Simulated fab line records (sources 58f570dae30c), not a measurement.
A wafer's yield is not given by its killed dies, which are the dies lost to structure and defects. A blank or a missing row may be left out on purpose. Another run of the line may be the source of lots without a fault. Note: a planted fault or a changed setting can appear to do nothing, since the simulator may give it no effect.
What tool caused it? -- flow berkeley cmos170 -- 14 lots, 42 wafers sampled, at 3 steps of a route of 331

WHAT THE GAUGES SHOWED, per wafer
UCB170_V2_CD_MEAS_90: the cd target is 700 nm.
lot,measured,on,cd nm (nm)
L285,day 8 19:13,cd sem-01,699.6 698.9 700.3
L286,day 8 20:38,cd sem-01,697.9 695.9 698.6
L287,day 8 17:14,cd sem-01,700.0 699.8 699.8
L290,day 9 09:35,cd sem-01,699.0 701.0 700.2
L291,day 9 16:42,cd sem-02,698.5 697.7 698.2
L292,day 10 07:04,cd sem-02,700.5 701.7 700.9
L293,day 10 09:41,cd sem-02,699.6 700.5 701.0
L294,day 10 06:48,cd sem-01,702.3 700.8 702.0
L295,day 10 09:31,cd sem-02,702.5 702.7 702.5
L297,day 11 06:05,cd sem-02,699.0 698.7 696.7
L296,day 11 08:20,cd sem-01,702.0 700.9 700.3
L298,day 11 04:26,cd sem-01,701.5 701.8 702.3
L300,day 12 11:49,cd sem-02,700.6 701.2 700.6
L301,day 12 11:58,cd sem-01,699.9 700.3 701.8

WHICH TOOL RAN EACH LOT (tool, then ch and the chambers of the sampled wafers, then the start)
lot,UCB170_ZERO_ETCH_06,UCB170_PFIELD_STRIP_08
L285,"rie diel-04 ch 1,2,3, day 1 18:46","plasma asher-03 ch 0,1, day 5 01:14"
L286,"rie diel-04 ch 1,3, day 2 02:34","plasma asher-02 ch 0, day 5 01:30"
L287,"rie diel-04 ch 1,3, day 2 05:57","plasma asher-02 ch 0,1, day 5 01:11"
L290,"rie diel-03 ch 0,1, day 2 20:13","plasma asher-02 ch 0,1, day 5 15:47"
L291,"rie diel-01 ch 0,2, day 3 04:05","plasma asher-04 ch 0, day 6 02:00"
L292,"rie diel-01 ch 0,2,3, day 3 07:56","plasma asher-04 ch 0,1, day 6 07:22"
L293,"rie diel-04 ch 0,1,2, day 3 08:11","plasma asher-03 ch 0,1, day 6 07:17"
L294,"rie diel-01 ch 0,2, day 3 20:27","plasma asher-02 ch 0,1, day 6 13:37"
L295,"rie diel-04 ch 2,3, day 3 20:41","plasma asher-04 ch 0,1, day 6 14:15"
L297,"rie diel-03 ch 0,1,3, day 4 08:08","plasma asher-04 ch 0,1, day 7 13:28"
L296,"rie diel-04 ch 2,3, day 4 08:25","plasma asher-04 ch 0,1, day 7 13:55"
L298,"rie diel-03 ch 1,2,3, day 4 11:58","plasma asher-03 ch 0,1, day 7 13:42"
L300,"rie diel-01 ch 1,2,3, day 5 02:23","plasma asher-04 ch 0,1, day 8 07:28"
L301,"rie diel-03 ch 0,1, day 5 04:11","plasma asher-02 ch 0,1, day 8 07:49"
- UCB170_ZERO_ETCH_06: etches SiO2 in CHF3/CF4/Ar, time 12 s.
- UCB170_PFIELD_STRIP_08: strips in O2.

WHAT THE TOOLS THEMSELVES READ (means of the sampled wafers that have a number; where no wafer has one, the mark that the record gives instead)
UCB170_ZERO_ETCH_06.
lot,tool,cf4 flow sccm (sccm),drypump motor current A (A),oes product au (a.u.),throttle valve pct (%)
L285,rie diel-04,9.994,6.1,0.617,9.30
L286,rie diel-04,10.018,6.2,0.620,9.26
L287,rie diel-04,9.958,6.0,0.620,9.30
L290,rie diel-03,9.992,5.5,0.619,9.06
L291,rie diel-01,10.010,5.7,0.623,9.21
L292,rie diel-01,9.991,5.4,0.611,9.22
L293,rie diel-04,10.004,6.1,0.618,9.22
L294,rie diel-01,10.035,5.5,0.613,9.19
L295,rie diel-04,10.017,5.8,0.621,9.35
L297,rie diel-03,10.007,5.4,0.618,9.23
L296,rie diel-04,10.028,5.8,0.621,9.33
L298,rie diel-03,10.010,5.5,0.613,9.16
L300,rie diel-01,10.017,5.3,0.617,9.25
L301,rie diel-03,9.993,5.5,0.617,9.06

UCB170_PFIELD_STRIP_08.
lot,tool,drypump motor current A (A),oes product au (a.u.),strip time to endpoint s (s)
L285,plasma asher-03,5.3,0.733,21.72
L286,plasma asher-02,6.7,0.730,21.68
L287,plasma asher-02,6.5,0.738,21.67
L290,plasma asher-02,6.2,0.737,21.74
L291,plasma asher-04,6.1,0.733,21.70
L292,plasma asher-04,5.7,0.737,21.78
L293,plasma asher-03,5.6,0.737,21.61
L294,plasma asher-02,6.3,0.731,21.67
L295,plasma asher-04,5.9,0.736,21.64
L297,plasma asher-04,5.8,0.736,21.63
L296,plasma asher-04,5.9,0.737,21.65
L298,plasma asher-03,5.6,0.740,21.74
L300,plasma asher-04,5.9,0.732,21.61
L301,plasma asher-02,6.3,0.736,21.66

THE ANSWER, worked out from the rows above alone
Rule: the lots themselves supply what counts as usual. Put in order of their means at a reading, lots are off if they are a third of the lots or fewer, leave a main group of 4 or more, and stand apart from it by a gap of 3 or more times the standard deviation of the main group's means; of several such gaps the widest counts. Not used: any main group whose means are identical at the precision the tables above print for the reading. Also off: a lot with no number at a reading for which 4 or more lots have one. The other lots that the step has rows for count as sound. First the gauges in route order, then the tools' own readings, where a lot's mean is used as printed above. At the first step where some lot is off, the reading lying furthest off is the one used; lots without a number count as furthest.
Nothing can be told from this: no lot is off at any reading shown.

WHAT THE SIMULATOR HAD INSERTED
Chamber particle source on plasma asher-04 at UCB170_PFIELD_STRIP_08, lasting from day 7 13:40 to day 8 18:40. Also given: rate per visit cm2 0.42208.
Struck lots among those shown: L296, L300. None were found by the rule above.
